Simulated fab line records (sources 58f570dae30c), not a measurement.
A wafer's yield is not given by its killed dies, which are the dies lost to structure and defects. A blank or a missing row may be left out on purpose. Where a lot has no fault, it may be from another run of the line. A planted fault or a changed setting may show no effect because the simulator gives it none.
Code-filled problem report in 8D (eight disciplines) form | flow berkeley-cmos170 | the parts of the form that need people (team, actions taken, sign-off) are left out

== 1. THE ISSUE ==
Mean of heater-power-total-W at UCB170_CONTACT_SOFTBAKE_05: 61.57 W across 6 wafers in 2 lots; on wafers with no fault it is 56.80 W (standard deviation 0.047). That is +99 or more standard deviations from the usual mean.
The step: time 60 s.
Seen first at day 9 04:08 on litho-track-04, wafer L843.1. The record has a number at this step for 42 wafers belonging to 14 lots. The rule behind "out" and "out of limits": a value lying over 4 standard deviations away from the usual mean. Any other wafer with a number is counted as sound.

== 2. WHAT IT IS AND WHAT IT IS NOT ==
question                    | is                                 | is not
which readings at this step | heater-power-total-W, run-length-s | exhaust-pa
which lots                  | L843, L850                         | L834, L835, L836, L837, L838, L839, L840, L849, L851, L855, L856, L857
which wafers of those lots  | all that have a number             | -
read on which tools         | litho-track-04                     | litho-track-01, litho-track-03
when                        | from day 9 04:08                   | up to then (21 sound wafers); but 15 sound wafers of L849, L851, L855, L856, L857 came after

== 3. WHAT RULES OUT EACH SUSPECT ==
Counting: any tool at a process step up to the reading is kept as a suspect provided that every lot that is out went through it and no sound lot did after the first of them.
- litho-track-04 at UCB170_CONTACT_SOFTBAKE_05 (time 60 s): kept. All lots that are out passed through it, beginning with L843 at day 9 04:08, and no sound lot followed; its final sound lot before that point was L837 at day 7 23:12. On those wafers its own readings are out: heater-power-total-W, run-length-s.
Remaining after the count: litho-track-04 at UCB170_CONTACT_SOFTBAKE_05.

== 4. THE CAUSE (what the simulator had put in) ==
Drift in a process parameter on litho-track-04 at UCB170_CONTACT_SOFTBAKE_05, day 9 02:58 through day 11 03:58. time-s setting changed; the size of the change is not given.
After counting, this tool was the only one left.

== 5. SEQUENCE OF EFFECTS, ordered by route ==
Rows list readings where the struck wafers' mean (over those with a number) sits beyond 3 standard deviations from the usual. Readings are gone through only where the record gives a usual standard deviation; hours: the median, over the lots, of the time from a lot's start at the first step in this table giving one to that lot's start at this step; sigmas: the change measured in usual standard deviations.
hours | step                       | reading              | usual   | on struck wafers | change | sigmas
0     | UCB170_CONTACT_SOFTBAKE_05 | heater-power-total-W | 56.80 W | 61.57            | +4.77  | +99 or more
0     | UCB170_CONTACT_SOFTBAKE_05 | run-length-s         | 89.17 s | 74.36            | -14.81 | -99
The process steps in it:
- UCB170_CONTACT_SOFTBAKE_05: time 60 s.
At these later measuring or inspecting steps, every struck wafer for which the step has a row has a number for every such reading, and none has moved that far: UCB170_M1_RS_MEAS_01.

== 6. WHAT WOULD HAVE CAUGHT IT SOONER ==
In this record the first reading out of limits was taken at day 9 04:08, 1 hour after the fault began at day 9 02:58.
